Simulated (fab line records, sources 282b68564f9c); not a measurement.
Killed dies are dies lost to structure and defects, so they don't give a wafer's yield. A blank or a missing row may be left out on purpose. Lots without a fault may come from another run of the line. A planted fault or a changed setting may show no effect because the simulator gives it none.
Which tool did it? | flow rit_cmos | 15 lots, 45 wafers sampled, at 2 steps of a route of 202

WHAT THE GAUGES READ, wafer by wafer
RIT_NWELL_OVL_MEAS_06. Usual: NWELL_OVL 1.6 nm, standard deviation 1.4.
lot  | measured    | on         | NWELL_OVL (nm)       | flag
L551 | day 2 02:08 | overlay-02 | -0.1 -2.2 0.1        |
L555 | day 2 17:41 | overlay-02 | 2.9 2.6 2.8          |
L556 | day 2 22:17 | overlay-02 | 4.6 4.2 4.1          |
L558 | day 3 09:13 | overlay-02 | -0.3 0.2 -0.6        |
L559 | day 3 14:00 | overlay-02 | 2.0 1.0 -0.6         |
L560 | day 3 18:08 | overlay-02 | 2.3 2.4 1.6          |
L561 | day 4 00:52 | overlay-02 | -0.1 2.9 1.6         |
L562 | day 4 06:11 | overlay-02 | 0.4 0.6 2.5          |
L563 | day 4 09:33 | overlay-02 | 2.4 2.4 2.7          |
L566 | day 5 01:35 | overlay-01 | 1.2 2.4 0.9          |
L567 | day 5 04:55 | overlay-01 | 1.8 1.2 3.2          |
L570 | day 5 19:55 | overlay-01 | 1.4 2.6 3.8          |
L572 | day 6 06:08 | overlay-01 | -180.8 -177.5 -178.9 | OFF
L573 | day 6 10:36 | overlay-02 | -179.3 -180.1 -180.5 | OFF
L574 | day 6 15:13 | overlay-01 | -178.1 -178.0 -175.9 | OFF

WHICH TOOL RAN EACH LOT (tool, then ch and the chambers of the sampled wafers, then the start)
lot  | RIT_NWELL_EXPOSE_03
L551 | iline_stepper-01 ch 0, day 2 01:44
L555 | iline_stepper-01 ch 0, day 2 17:17
L556 | iline_stepper-02 ch 0, day 2 21:39
L558 | iline_stepper-01 ch 0, day 3 08:48
L559 | iline_stepper-01 ch 0, day 3 13:35
L560 | iline_stepper-02 ch 0, day 3 17:43
L561 | iline_stepper-01 ch 0, day 4 00:26
L562 | iline_stepper-02 ch 0, day 4 05:45
L563 | iline_stepper-02 ch 0, day 4 09:08
L566 | iline_stepper-02 ch 0, day 5 01:10
L567 | iline_stepper-02 ch 0, day 5 04:30
L570 | iline_stepper-01 ch 0, day 5 19:29
L572 | iline_stepper-01 ch 0, day 6 05:43
L573 | iline_stepper-01 ch 0, day 6 10:11
L574 | iline_stepper-01 ch 0, day 6 14:47
- RIT_NWELL_EXPOSE_03: exposes mask M2, target cd 43900 nm.

WHAT THE TOOLS THEMSELVES READ (means of the sampled wafers that have a number; where no wafer has one, the mark that the record gives instead)
The record holds no such reading with a usual standard deviation.

THE ANSWER, worked out from the rows above alone
Rule: a lot is off if the mean of its wafers that have a number lies more than 3 standard deviations from the usual mean. A lot without any number at a reading at which 4 lots or more have one is off too. The other lots that the step has rows for count as sound. The gauges are gone through in route order, then the tools' own readings, and for those a lot's mean is taken as printed above. The first step at which some lot is off is used, and at that step the reading that is off furthest; a lot without a number counts as furthest.
Off: L572, L573, L574, at RIT_NWELL_OVL_MEAS_06 (NWELL_OVL).
A tool fits if, at a process step before that reading, it ran every lot that is off, and no sound lot after the first of them. The gauges at RIT_NWELL_OVL_MEAS_06 are tried like those tools. One fits: iline_stepper-01 at RIT_NWELL_EXPOSE_03. Its last sound lot is L570 (day 5 19:29), its first lot that is off L572 (day 6 05:43): a fault that began between those two fits.

WHAT THE SIMULATOR HAD PUT IN
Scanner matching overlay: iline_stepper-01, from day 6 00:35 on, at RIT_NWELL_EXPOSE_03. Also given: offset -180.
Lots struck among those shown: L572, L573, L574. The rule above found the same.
